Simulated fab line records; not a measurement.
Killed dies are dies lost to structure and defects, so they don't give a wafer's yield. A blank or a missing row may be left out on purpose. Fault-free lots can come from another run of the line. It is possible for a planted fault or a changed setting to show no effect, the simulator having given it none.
A lot that was struck, set against a sound lot || flow berkeley-cmos170 || 14 out of 331 route steps
Sound: wafers L760.3, L760.4, L760.6. The struck wafers were L752.2, L752.4, L752.6. The cause is named last.
Per side, at each step with rows, come the tool, then ch with its chambers, and then its first start. Under that, the readings that differ: sound wafers || struck wafers || difference of the means || sigmas: that difference in standard deviations of wafers without a fault.
alike: a reading whose means differ by less than 2 such deviations, as well as words and numbers matching on both sides. not compared: withheld readings; readings where some wafer has no value; bounds like >300 that might hide an equal value; numbers whose values overlap and for which the record gives no deviation.
The two part at a step that has a row with sigmas, a row that says differs or no value, or rows on one side only. Numbers that don't overlap but have no deviation are shown without sigmas and don't part them. A reading that every wafer of one side lacks parts them only if that side has two wafers or more.

first, 3 steps without rows for these wafers: UCB170_NSD_EXPOSE_03 (exposes mask NSELECT MOD, target cd 1200 nm); UCB170_NSD_PEB_04; UCB170_NSD_DEVELOP_05 (develop time 45 s).
UCB170_NSD_CD_MEAS_06: target cd 1200 nm.
  sound on cd-sem-02 at day 10 20:54; struck on cd-sem-02 at day 8 18:03
{"reading": "cd-nm (nm)", "sound": "1196.3 1195.8 1199.2", "struck": "1201.1 1200.6 1200.1", "difference": "+3.5", "sigmas": "+2"}
UCB170_NSD_OVL_MEAS_07:
  sound on overlay-01 at day 10 20:59; struck on overlay-01 at day 8 18:09
  alike: NSD_OVL
following that, these wafers have no rows for 1 step: UCB170_NSD_IMPLANT_08.
UCB170_NSD_STRIP_09: strips in O2.
  sound on plasma-asher-03 ch 0,1, day 10 21:12; struck on plasma-asher-03 ch 0,1, day 8 18:20
  alike: chamber-pressure-mTorr, drypump-motor-current-A, oes-product-au, strip-time-to-endpoint-s
  not compared: rf-hours-counter-h
UCB170_NSD_TW_MEAS_10:
  sound on film-metro-03 at day 10 21:17; struck on film-metro-03 at day 8 18:26
  alike: NSD_TW
then, 4 steps without rows for these wafers: UCB170_NSD_CLEAN_11 (cleans in SPM, time 600 s); UCB170_BACKSIDE_HMDS_00 (prime time 60 s); UCB170_BACKSIDE_COAT_01 (resist thk 900 nm); UCB170_BACKSIDE_SOFTBAKE_02 (time 60 s).
UCB170_BACKSIDE_STRIP_03: strips in O2.
  sound on plasma-asher-01 ch 0,1, day 10 22:04; struck on plasma-asher-01 ch 0,1, day 8 19:07
  no value came back on the struck wafers for chamber-pressure-mTorr (mTorr), drypump-motor-current-A (A), oes-product-au (a.u.), strip-time-to-endpoint-s (s); on the sound wafers chamber-pressure-mTorr (mTorr) reads 3501 3503 3506
{"reading": "model.KrF_of_BACKSIDE_COAT_01.thk-nm (nm)", "sound": "0 0 0", "struck": "897 893 896.8", "difference": "+896", "sigmas": ""}
  not compared: rf-hours-counter-h
then, 1 step without rows for these wafers: UCB170_BACKSIDE_CLEAN_04 (cleans in SPM, time 600 s).

== WHERE THEY PART ==
First at UCB170_NSD_CD_MEAS_06; last, within this record, at UCB170_BACKSIDE_STRIP_03.

WHY: the cause the simulator had injected
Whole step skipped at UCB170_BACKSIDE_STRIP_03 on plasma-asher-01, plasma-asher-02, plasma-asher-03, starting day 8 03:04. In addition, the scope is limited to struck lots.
